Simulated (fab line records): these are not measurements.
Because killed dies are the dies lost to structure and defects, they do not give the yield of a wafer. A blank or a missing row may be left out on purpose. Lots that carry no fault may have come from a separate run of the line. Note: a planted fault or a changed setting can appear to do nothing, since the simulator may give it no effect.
What tool caused it? || flow berkeley-cmos170 || 42 wafers from 14 lots sampled at 2 of the route's 331 steps

WHAT THE GAUGES READ, wafer by wafer
UCB170_M1_CD_MEAS_90: the cd target is 700 nm. Usual: cd-nm reads 700.3 nm (standard deviation 2.2).
{"lot": "L371", "measured": "day 7 22:24", "on": "cd-sem-02", "cd-nm (nm)": "702.5 701.6 700.2", "flag": ""}
{"lot": "L375", "measured": "day 8 23:05", "on": "cd-sem-02", "cd-nm (nm)": "701.4 702.0 701.3", "flag": ""}
{"lot": "L376", "measured": "day 9 00:17", "on": "cd-sem-02", "cd-nm (nm)": "697.0 698.9 699.6", "flag": ""}
{"lot": "L378", "measured": "day 9 17:37", "on": "cd-sem-01", "cd-nm (nm)": "701.9 702.9 699.3", "flag": ""}
{"lot": "L379", "measured": "day 9 17:42", "on": "cd-sem-02", "cd-nm (nm)": "701.5 698.8 700.0", "flag": ""}
{"lot": "L380", "measured": "day 9 18:16", "on": "cd-sem-02", "cd-nm (nm)": "696.7 699.3 698.0", "flag": ""}
{"lot": "L381", "measured": "day 9 22:40", "on": "cd-sem-02", "cd-nm (nm)": "701.1 700.8 702.1", "flag": ""}
{"lot": "L382", "measured": "day 10 14:50", "on": "cd-sem-02", "cd-nm (nm)": "704.8 704.2 701.0", "flag": ""}
{"lot": "L384", "measured": "day 10 15:04", "on": "cd-sem-02", "cd-nm (nm)": "700.9 701.7 700.6", "flag": ""}
{"lot": "L385", "measured": "day 11 09:02", "on": "cd-sem-01", "cd-nm (nm)": "700.6 702.1 702.3", "flag": ""}
{"lot": "L386", "measured": "day 11 09:29", "on": "cd-sem-01", "cd-nm (nm)": "703.3 703.3 700.4", "flag": ""}
{"lot": "L391", "measured": "day 12 08:19", "on": "cd-sem-02", "cd-nm (nm)": "701.0 711.3 697.0", "flag": ""}
{"lot": "L390", "measured": "day 12 13:01", "on": "cd-sem-02", "cd-nm (nm)": "699.0 701.0 699.0", "flag": ""}
{"lot": "L389", "measured": "day 12 13:20", "on": "cd-sem-02", "cd-nm (nm)": "711.0 702.4 699.1", "flag": ""}

WHICH TOOL RAN EACH LOT (tool, then ch and the chambers of the sampled wafers, then the start)
{"lot": "L371", "UCB170_M1_METAL_ETCH_12": "rie-metal-03 ch 0,1, day 7 22:10"}
{"lot": "L375", "UCB170_M1_METAL_ETCH_12": "rie-metal-03 ch 0,1, day 8 22:50"}
{"lot": "L376", "UCB170_M1_METAL_ETCH_12": "rie-metal-02 ch 0,1, day 9 00:03"}
{"lot": "L378", "UCB170_M1_METAL_ETCH_12": "rie-metal-02 ch 1, day 9 17:22"}
{"lot": "L379", "UCB170_M1_METAL_ETCH_12": "rie-metal-04 ch 0,1, day 9 17:27"}
{"lot": "L380", "UCB170_M1_METAL_ETCH_12": "rie-metal-03 ch 1, day 9 17:55"}
{"lot": "L381", "UCB170_M1_METAL_ETCH_12": "rie-metal-02 ch 0,1, day 9 22:26"}
{"lot": "L382", "UCB170_M1_METAL_ETCH_12": "rie-metal-04 ch 0,1, day 10 14:35"}
{"lot": "L384", "UCB170_M1_METAL_ETCH_12": "rie-metal-03 ch 0,1, day 10 14:49"}
{"lot": "L385", "UCB170_M1_METAL_ETCH_12": "rie-metal-02 ch 0,1, day 11 08:47"}
{"lot": "L386", "UCB170_M1_METAL_ETCH_12": "rie-metal-03 ch 0,1, day 11 09:14"}
{"lot": "L391", "UCB170_M1_METAL_ETCH_12": "rie-metal-03 ch 0,1, day 12 08:05"}
{"lot": "L390", "UCB170_M1_METAL_ETCH_12": "rie-metal-02 ch 0,1, day 12 12:44"}
{"lot": "L389", "UCB170_M1_METAL_ETCH_12": "rie-metal-03 ch 0,1, day 12 13:05"}
- UCB170_M1_METAL_ETCH_12: etches Al in Cl2/BCl3, stops on PSG, target depth 780 nm, time 130 s.

WHAT THE TOOLS THEMSELVES READ (means of the sampled wafers that have a number; where no wafer has one, the mark that the record gives instead)
UCB170_M1_METAL_ETCH_12. Usual: bias-w 120.0 W, standard deviation 0.37; drypump-motor-current-A 5.7 A, standard deviation 0.35; oes-product-au 0.851 a.u., standard deviation 0.015; rf-fwd-power-W 597.3 W, standard deviation 1.9; throttle-valve-pct 24.27 %, standard deviation 0.19.
{"lot": "L371", "tool": "rie-metal-03", "bias-w (W)": 120.2, "drypump-motor-current-A (A)": 5.5, "oes-product-au (a.u.)": 0.870, "rf-fwd-power-W (W)": 597.7, "throttle-valve-pct (%)": 24.05, "flag": ""}
{"lot": "L375", "tool": "rie-metal-03", "bias-w (W)": 120.1, "drypump-motor-current-A (A)": 5.4, "oes-product-au (a.u.)": 0.866, "rf-fwd-power-W (W)": 596.9, "throttle-valve-pct (%)": 24.17, "flag": ""}
{"lot": "L376", "tool": "rie-metal-02", "bias-w (W)": 119.9, "drypump-motor-current-A (A)": 5.7, "oes-product-au (a.u.)": 0.832, "rf-fwd-power-W (W)": 598.5, "throttle-valve-pct (%)": 24.45, "flag": ""}
{"lot": "L378", "tool": "rie-metal-02", "bias-w (W)": 120.3, "drypump-motor-current-A (A)": 5.6, "oes-product-au (a.u.)": 0.829, "rf-fwd-power-W (W)": 597.6, "throttle-valve-pct (%)": 24.52, "flag": ""}
{"lot": "L379", "tool": "rie-metal-04", "bias-w (W)": 120.2, "drypump-motor-current-A (A)": 6.3, "oes-product-au (a.u.)": 0.846, "rf-fwd-power-W (W)": 596.6, "throttle-valve-pct (%)": 24.39, "flag": ""}
{"lot": "L380", "tool": "rie-metal-03", "bias-w (W)": 119.9, "drypump-motor-current-A (A)": 5.5, "oes-product-au (a.u.)": 0.863, "rf-fwd-power-W (W)": 598.1, "throttle-valve-pct (%)": 23.96, "flag": ""}
{"lot": "L381", "tool": "rie-metal-02", "bias-w (W)": 119.9, "drypump-motor-current-A (A)": 5.8, "oes-product-au (a.u.)": 0.842, "rf-fwd-power-W (W)": 597.6, "throttle-valve-pct (%)": 24.37, "flag": ""}
{"lot": "L382", "tool": "rie-metal-04", "bias-w (W)": 119.8, "drypump-motor-current-A (A)": 6.0, "oes-product-au (a.u.)": 0.860, "rf-fwd-power-W (W)": 596.1, "throttle-valve-pct (%)": 24.43, "flag": ""}
{"lot": "L384", "tool": "rie-metal-03", "bias-w (W)": 120.2, "drypump-motor-current-A (A)": 5.4, "oes-product-au (a.u.)": 0.861, "rf-fwd-power-W (W)": 598.3, "throttle-valve-pct (%)": 24.11, "flag": ""}
{"lot": "L385", "tool": "rie-metal-02", "bias-w (W)": 119.9, "drypump-motor-current-A (A)": 5.9, "oes-product-au (a.u.)": 0.836, "rf-fwd-power-W (W)": 599.4, "throttle-valve-pct (%)": 24.37, "flag": ""}
{"lot": "L386", "tool": "rie-metal-03", "bias-w (W)": 119.9, "drypump-motor-current-A (A)": 5.4, "oes-product-au (a.u.)": 0.859, "rf-fwd-power-W (W)": 597.6, "throttle-valve-pct (%)": 24.12, "flag": ""}
{"lot": "L391", "tool": "rie-metal-03", "bias-w (W)": 120.2, "drypump-motor-current-A (A)": 5.4, "oes-product-au (a.u.)": 0.834, "rf-fwd-power-W (W)": 518.8, "throttle-valve-pct (%)": 24.07, "flag": "OFF"}
{"lot": "L390", "tool": "rie-metal-02", "bias-w (W)": 119.9, "drypump-motor-current-A (A)": 5.8, "oes-product-au (a.u.)": 0.836, "rf-fwd-power-W (W)": 597.5, "throttle-valve-pct (%)": 24.37, "flag": ""}
{"lot": "L389", "tool": "rie-metal-03", "bias-w (W)": 120.4, "drypump-motor-current-A (A)": 5.4, "oes-product-au (a.u.)": 0.837, "rf-fwd-power-W (W)": 515.5, "throttle-valve-pct (%)": 24.04, "flag": "OFF"}

THE ANSWER, worked out from the rows above alone
Rule: lot off if the mean of its wafers having a number is beyond 3 standard deviations from the usual mean. A lot without any number at a reading at which 4 lots or more have one is off too. Where the step has rows for the other lots, those lots are counted as sound. Order of review: gauges by route order, followed by the tools' own readings, for which a lot's mean as printed above is used. The first step at which some lot is off is used, and at that step the reading that is off furthest; a lot without a number counts as furthest.
Off: L391, L389, at UCB170_M1_METAL_ETCH_12 (rf-fwd-power-W).
A tool fits if, at that step or a process step before it, it ran every lot that is off, and no sound lot after the first of them. One fits: UCB170_M1_METAL_ETCH_12 on rie-metal-03. A fault onset in the window from L386 (day 11 09:14, its last sound lot) to L391 (day 12 08:05, its first lot off) fits.
The tool's own readings at UCB170_M1_METAL_ETCH_12 bear it out: on the lots that are off they differ by more than 5 times the standard deviation of the sound lots' means. rf-fwd-power-W reads 517.1 W there against 597.7 W on the sound lots.

WHAT THE SIMULATOR HAD PUT IN
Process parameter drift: rie-metal-03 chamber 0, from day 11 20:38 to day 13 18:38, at UCB170_M1_METAL_ETCH_12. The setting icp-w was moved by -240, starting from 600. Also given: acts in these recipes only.
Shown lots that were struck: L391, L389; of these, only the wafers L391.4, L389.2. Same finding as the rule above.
